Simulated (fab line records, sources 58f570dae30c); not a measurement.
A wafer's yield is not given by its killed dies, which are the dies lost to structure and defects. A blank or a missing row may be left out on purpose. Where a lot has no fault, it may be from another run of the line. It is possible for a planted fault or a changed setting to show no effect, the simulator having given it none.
What tool caused it? + flow berkeleyCmos170 + at 1 step of a route of 331, 14 lots with 42 wafers sampled

== WHAT THE GAUGES READ, wafer by wafer ==
UCB170_PWELL_OVL_MEAS_13. Usual: for PWELL_OVL the level is 2 nm and the standard deviation is 6.2.
| lot  | measured    | on         | PWELL_OVL (nm) | flag |
|------|-------------|------------|----------------|------|
| L619 | day 3 07:41 | overlay-01 | -12 -11 -5     |      |
| L622 | day 4 12:48 | overlay-02 | 5 4 2          |      |
| L626 | day 5 11:03 | overlay-01 | 2 -2 -5        |      |
| L628 | day 5 14:59 | overlay-01 | 11 13 14       |      |
| L627 | day 5 15:34 | overlay-01 | 4 7 2          |      |
| L633 | day 5 22:19 | overlay-01 | 2 2 4          |      |
| L632 | day 6 05:56 | overlay-01 | 9 3 8          |      |
| L634 | day 6 09:50 | overlay-01 | 0 5 2          |      |
| L637 | day 6 22:48 | overlay-02 | -2 0 -7        |      |
| L636 | day 6 22:49 | overlay-01 | 5 9 3          |      |
| L638 | day 7 06:35 | overlay-02 | 9 3 12         |      |
| L639 | day 7 13:36 | overlay-01 | 2 1 0          |      |
| L640 | day 7 19:07 | overlay-01 | 17 11 9        |      |
| L642 | day 8 03:58 | overlay-02 | 11 4 12        |      |

== WHAT TOOL EACH LOT RAN ON (gives the tool, then ch and the chambers of the sampled wafers, and finally the start) ==
Before these readings, the record contains no process step.

== WHAT THE TOOLS THEMSELVES READ (means of the sampled wafers that have a number; where no wafer has one, the mark that the record gives instead) ==
The record holds no such reading with a usual standard deviation.

== THE ANSWER, worked out from the rows above alone ==
Rule: a lot counts as off when the mean over its wafers that have a number is more than 3 standard deviations away from the usual mean. Also off: a lot with no number at a reading for which 4 or more lots have one. The other lots that the step has rows for count as sound. Order of review: gauges by route order, followed by the tools' own readings, for which a lot's mean as printed above is used. The first step at which some lot is off is used, and at that step the reading that is off furthest; a lot without a number counts as furthest.
No lot is off on any of the readings shown, so nothing can be concluded from this.

== WHAT HAD BEEN PUT IN BY THE SIMULATOR ==
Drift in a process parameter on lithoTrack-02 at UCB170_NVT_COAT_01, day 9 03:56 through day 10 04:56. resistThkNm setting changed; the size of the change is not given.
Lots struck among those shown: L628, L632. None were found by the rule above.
